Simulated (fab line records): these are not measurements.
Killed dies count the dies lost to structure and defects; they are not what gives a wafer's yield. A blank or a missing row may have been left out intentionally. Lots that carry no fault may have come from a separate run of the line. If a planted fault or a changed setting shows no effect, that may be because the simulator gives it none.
Which tool was responsible? / flow berkeley cmos170 / 7 lots, 21 wafers sampled, at 2 steps of a route of 331

## WHAT THE GAUGES SHOWED, per wafer
UCB170_M2_THK_MEAS_03: measures by xrf.
lot=L304; measured=day 7 13:53; on=film metro-04; M2_AL_THK (nm)=877 876 871
lot=L306; measured=day 8 05:42; on=film metro-04; M2_AL_THK (nm)=889 900 889
lot=L305; measured=day 8 06:00; on=film metro-04; M2_AL_THK (nm)=893 890 902
lot=L311; measured=day 9 09:53; on=film metro-04; M2_AL_THK (nm)=876 883 891
lot=L316; measured=day 10 02:37; on=film metro-04; M2_AL_THK (nm)=898 896 900
lot=L321; measured=day 10 19:26; on=film metro-02; M2_AL_THK (nm)=892 893 890
lot=L325; measured=day 12 04:07; on=film metro-04; M2_AL_THK (nm)=909 910 909

## EACH LOT AND THE TOOL THAT RAN IT (in order: tool; ch and the chambers of the sampled wafers; start)
lot=L304; UCB170_PVT_STRIP_08=plasma asher-03 ch 0,1, day 5 19:56
lot=L306; UCB170_PVT_STRIP_08=plasma asher-01 ch 0,1, day 6 09:16
lot=L305; UCB170_PVT_STRIP_08=plasma asher-04 ch 0,1, day 6 09:52
lot=L311; UCB170_PVT_STRIP_08=plasma asher-04 ch 0,1, day 7 12:36
lot=L316; UCB170_PVT_STRIP_08=plasma asher-01 ch 0,1, day 8 07:34
lot=L321; UCB170_PVT_STRIP_08=plasma asher-04 ch 0,1, day 9 00:39
lot=L325; UCB170_PVT_STRIP_08=plasma asher-03 ch 0,1, day 10 01:43
- UCB170_PVT_STRIP_08: strips in O2.

## THE ANSWER, worked out from the rows above alone
Rule: what is usual is taken from the lots themselves. Put in order of their means at a reading, lots are off if they are a third of the lots or fewer, leave a main group of 4 or more, and stand apart from it by a gap of 3 or more times the standard deviation of the main group's means; of several such gaps the widest counts. Not used: any main group whose means are identical at the precision the tables above print for the reading. A lot without any number at a reading at which 4 lots or more have one is off too. The other lots that the step has rows for count as sound.
None of the lots is off at any reading shown; this tells nothing.

## WHAT THE SIMULATOR HAD PUT IN
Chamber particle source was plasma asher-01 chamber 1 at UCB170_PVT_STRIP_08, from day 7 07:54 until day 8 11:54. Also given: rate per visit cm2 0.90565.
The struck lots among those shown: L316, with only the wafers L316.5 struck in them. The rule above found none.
